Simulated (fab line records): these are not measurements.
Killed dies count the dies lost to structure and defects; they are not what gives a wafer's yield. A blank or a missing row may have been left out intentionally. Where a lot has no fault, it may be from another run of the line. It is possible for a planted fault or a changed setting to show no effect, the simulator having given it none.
fab line records    flow ritCmos
record: lots: 6  wafers: 18  lastDay: 7
route steps=202 shown ACTIVE@2
lots untouched by any fault: they come from a run of this same line in which no faults occurred
startH: start of the lot's first displayed wafer, in hours after the record's first day    waitH: hours since the lot's step before    " unchanged from the row above    L1.1+2: one row covering several wafers at once    - no value, or no start given    * or withheld: withheld    < > ~ a bound
route shown NAME@n: a module of which the file shows steps, and the number in the route of the first    usual: the fault-free wafers' mean and standard deviation    same: alike in all rows    chamber/n: place in a boat    sites: per-site readings    _std_site: how widely they spread, as a standard deviation    _edge_site: inner sites' mean taken away from outer sites' mean    radiusMm: how far each site lies from the wafer's centre    mask NAME#n: copy n    behind: the last tool/chamber to shape the wafer    hold: why the lot was held/for how many hours/how that ended    device: which transistor (n, p or np) failed to switch    end of line: tests run on the same wafers once the route is complete    where a step has no rows: the recipe by itself    killed: the dies lost at the first sort to structure and to defects; this is not the yield of the wafer    map: the dies of a wafer, with x for killed, . for not killed, _ for no die there
set.NAME: the setting that was run; set.NAME@STEP: the one run at that earlier step    model.NAME: the simulator's own value behind a step, which no gauge read
lots at some steps of the route; a table a step, a row a wafer
services: the hour from which a tool's chamber was out of use, counted from the record's first day as startH (under 0 if before that day), plus the number of hours and why
== steps ==
step: RIT_ACTIVE_OXIDATION_01
recipe: tempC: 1000  ambient: O2  targetThkA: 468  oxTimeS: 3360
step: RIT_ACTIVE_THK_MEAS_02
recipe: reads: SiO2_of_ACTIVE_OXIDATION_01
usual: ACTIVE_OXIDE_THK: 46.8/1.1
lot.wafer  tool          chamber  startH  waitH  ACTIVE_OXIDE_THK[nm]
L350.4     filmMetro-03  -        12.55   0.0    44.6
L350.5     "             -        "       "      44.7
L350.6     "             -        "       "      45.0
L354.2     filmMetro-03  -        32.06   0.0    47.4
L354.3     "             -        "       "      47.9
L354.6     "             -        "       "      48.0
L355.2     filmMetro-03  -        37.06   0.0    46.4
L355.5     "             -        "       "      46.8
L355.6     "             -        "       "      46.2
L368.1     filmMetro-03  -        102.05  0.0    48.2
L368.3     "             -        "       "      47.7
L368.6     "             -        "       "      47.7
L371.1     filmMetro-04  -        117.05  0.0    47.8
L371.5     "             -        "       "      47.8
L371.6     "             -        "       "      47.3
L373.1     filmMetro-02  -        127.05  0.0    46.4
L373.2     "             -        "       "      46.4
L373.5     "             -        "       "      47.1
step: RIT_ACTIVE_CVD_03
recipe: material: Si3N4  targetThkNm: 150  tempC: 810  precursor: SiH2Cl2/NH3  timeS: 1500  pressureMtorr: 294.7  sih2cl2FlowSccm: 60  nh3FlowSccm: 150
step: RIT_ACTIVE_THK_MEAS_04
recipe: reads: Si3N4_of_ACTIVE_CVD_03
usual: ACTIVE_NITRIDE_THK: 149.1/1.4
lot.wafer  tool          chamber  startH  waitH  ACTIVE_NITRIDE_THK[nm]
L350.4     filmMetro-03  -        14.02   0.0    148.6
L350.5     "             -        "       "      148.8
L350.6     "             -        "       "      148.3
L354.2     filmMetro-04  -        33.54   0.0    148.7
L354.3     "             -        "       "      147.8
L354.6     "             -        "       "      149.5
L355.2     filmMetro-04  -        38.54   0.0    147.5
L355.5     "             -        "       "      148.7
L355.6     "             -        "       "      147.4
L368.1     filmMetro-04  -        103.53  0.0    149.3
L368.3     "             -        "       "      149.6
L368.6     "             -        "       "      148.5
L371.1     filmMetro-04  -        118.53  0.0    151.7
L371.5     "             -        "       "      150.8
L371.6     "             -        "       "      151.0
L373.1     filmMetro-02  -        128.53  0.0    153.0
L373.2     "             -        "       "      152.4
L373.5     "             -        "       "      153.1
step: RIT_ACTIVE_HMDS_05
recipe: primeTimeS: 60  primeTempC: 140
step: RIT_ACTIVE_COAT_06
recipe: resist: NOVOLAK  spinRpm: 3250  resistThkNm: 1000
step: RIT_ACTIVE_SOFTBAKE_07
recipe: resist: NOVOLAK  tempC: 90  timeS: 60
step: RIT_ACTIVE_EXPOSE_08
recipe: maskId: M1  na: 0.6  sourceShape: conventional  sigmaOuter: 0.6  targetCdNm: 1400  doseMj: 225
step: RIT_ACTIVE_PEB_09
recipe: resist: NOVOLAK  tempC: withheld  timeS: withheld
step: RIT_ACTIVE_DEVELOP_10
recipe: resist: NOVOLAK  developTimeS: 50  devTempC: 22.56
step: RIT_ACTIVE_CD_MEAS_11
recipe: targetCdNm: 1400
usual: cdNm: 1400.0/2.4
lot.wafer  tool      chamber  startH  waitH  cdNm
L350.4     cdSem-01  -        15.17   -      1402.8
L350.5     "         -        "       "      1402.9
L350.6     "         -        "       "      1403.3
L354.2     cdSem-02  -        34.46   -      1402.0
L354.3     "         -        "       "      1403.8
L354.6     "         -        "       "      1401.6
L355.2     cdSem-01  -        39.58   -      1402.5
L355.5     "         -        "       "      1402.0
L355.6     "         -        "       "      1402.9
L368.1     cdSem-01  -        104.52  -      1396.7
L368.3     "         -        "       "      1396.3
L368.6     "         -        "       "      1395.5
L371.1     cdSem-01  -        119.44  -      1400.0
L371.5     "         -        "       "      1399.8
L371.6     "         -        "       "      1402.7
L373.1     cdSem-01  -        129.56  -      1398.7
L373.2     "         -        "       "      1401.1
L373.5     "         -        "       "      1399.5
step: RIT_ACTIVE_HARDBAKE_12
recipe: resist: NOVOLAK  tempC: 140  timeS: 60
step: RIT_ACTIVE_ETCH_13
recipe: stopOn: SiO2  chemistry: SF6  target: Si3N4  timeS: 210  overEtchFrac: 0.4  SF6_flow_sccm: 200  pressureMtorr: 260  rfW: 125  targetDepthA: 2100
usual: drypumpMotorCurrentA: 5.7/0.4  oesProductAu: 0.812/0.014  throttleValvePct: 7.54/0.076
lot.wafer  tool        chamber  startH  waitH  drypumpMotorCurrentA  oesProductAu  rfHoursCounterH  throttleValvePct  model.NOVOLAK_of_ACTIVE_COAT_06.thkNm
L350.4     rieDiel-02  3        15.38   0.1    6.0                   0.825         117              7.67              652.3
L350.5     "           1        "       "      5.0                   0.829         -                7.44              657.8
L350.6     "           0        "       "      5.3                   0.804         -                7.56              659.8
L354.2     rieDiel-02  2        34.71   0.1    5.6                   0.946         57               7.52              712.6
L354.3     "           0        "       "      5.3                   0.949         3                7.57              715.6
L354.6     "           3        "       "      6.0                   0.983         -                7.68              711.5
L355.2     rieDiel-02  2        39.83   0.1    5.5                   0.952         58               7.50              712.5
L355.5     "           1        "       "      4.9                   0.992         -                7.47              709.2
L355.6     "           0        "       "      5.3                   0.941         -                7.59              719.1
L368.1     rieDiel-03  1        104.79  0.1    6.1                   0.817         59               7.44              654.6
L368.3     "           2        "       "      6.1                   0.834         138              7.47              655
L368.6     "           2        "       "      6.1                   0.842         -                7.47              654.2
L371.1     rieDiel-04  2        119.71  0.1    6.2                   0.799         9                7.63              651.8
L371.5     "           0        "       "      6.2                   0.815         -                7.55              657.8
L371.6     "           3        "       "      5.4                   0.828         -                7.63              652.1
L373.1     rieDiel-03  1        129.83  0.1    6.1                   0.816         59               7.45              657.6
L373.2     "           0        "       "      5.3                   0.802         138              7.59              653.7
L373.5     "           3        "       "      5.9                   0.823         -                7.43              655.9
step: RIT_ACTIVE_STRIP_14
recipe: chemistry: O2  timeS: 180  resist: NOVOLAK  platenTempC: withheld  powerW: 500  pressureMtorr: 4000  o2FlowSccm: 4000
usual: drypumpMotorCurrentA: 5.5/0.38  rfReflPowerW: 8.0/1.4
lot.wafer  tool            chamber  startH  waitH  drypumpMotorCurrentA  rfHoursCounterH  rfReflPowerW
L350.4     plasmaAsher-03  1        15.57   0.1    5.5                   -                9.5
L350.5     "               0        "       "      5.9                   -                10.2
L350.6     "               1        "       "      5.4                   -                9.8
L354.2     plasmaAsher-01  0        34.84   0.1    6.2                   26               9.5
L354.3     "               0        "       "      6.1                   -                9.8
L354.6     "               1        "       "      5.7                   -                5.8
L355.2     plasmaAsher-03  0        39.97   0.1    5.9                   43               9.0
L355.5     "               0        "       "      5.9                   -                9.7
L355.6     "               1        "       "      5.4                   -                9.6
L368.1     plasmaAsher-04  1        104.93  0.1    5.0                   52               7.3
L368.3     "               0        "       "      5.4                   -                7.9
L368.6     "               1        "       "      5.0                   -                7.4
L371.1     plasmaAsher-01  1        119.84  0.1    5.8                   36               5.8
L371.5     "               1        "       "      5.7                   -                5.8
L371.6     "               0        "       "      6.2                   -                9.6
L373.1     plasmaAsher-04  0        129.97  0.1    5.4                   55               7.7
L373.2     "               1        "       "      5.0                   55               7.1
L373.5     "               1        "       "      5.0                   -                7.1
== services ==
tool            chamber  startH  hours  kind
rieDiel-03      0        22.45   14.5   repair
plasmaAsher-03  -        25.21   1.6    repair
plasmaAsher-03  -        25.40   3.0    repair
rieDiel-03      2        26.62   7.9    repair
rieDiel-02      1        32.02   2.8    repair
rieDiel-02      1        58.30   5.1    repair
plasmaAsher-03  -        60.21   2.8    pm
plasmaAsher-03  -        81.50   28.1   pm
rieDiel-03      1        82.04   5.8    repair
rieDiel-02      1        90.58   3.9    repair
rieDiel-02      2        104.33  14.5   repair
rieDiel-04      -        116.13  2.8    pm
rieDiel-02      0        128.17  2.4    repair
== key ==
firstSign: step: RIT_ACTIVE_ETCH_13  reading: oesProductAu  direction: up  sigmas: 11  usual: 0.812  struck: 0.961
effect none on later readings
modelEffect: step: RIT_ACTIVE_ETCH_13  value: NOVOLAK_of_ACTIVE_COAT_06.thkNm  without: 653.5  struck: 713.4
metAt RIT_ACTIVE_ETCH_13
struckWafers L354.2,L354.3,L354.6,L355.2,L355.5,L355.6
sortLeftOut L354.2,L354.3,L354.6,L355.2,L355.5,L355.6
testerLeftOut L354,L355
onsetBetween 15.38 34.71
fault: kind: processParameterDrift  tool: rieDiel-02  chamber: -  onsetH: 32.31  steps: RIT_ACTIVE_ETCH_13  channel: targetDepthA  offset: -547.67  shape: step  endH: 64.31  actsIn: theseRecipesOnly  stated: 2100
testerLeftOut: of these lots the tester's yield and bins aren't shown, on N5 and GAA mostly nor the transistor test; their killed dies are dies lost to structure and defects alone, not to doping, threshold or leakage, so they don't give the yield
sortLeftOut: the simulated sort isn't trusted on such a fault, so these wafers' sort isn't shown, and their yield isn't known
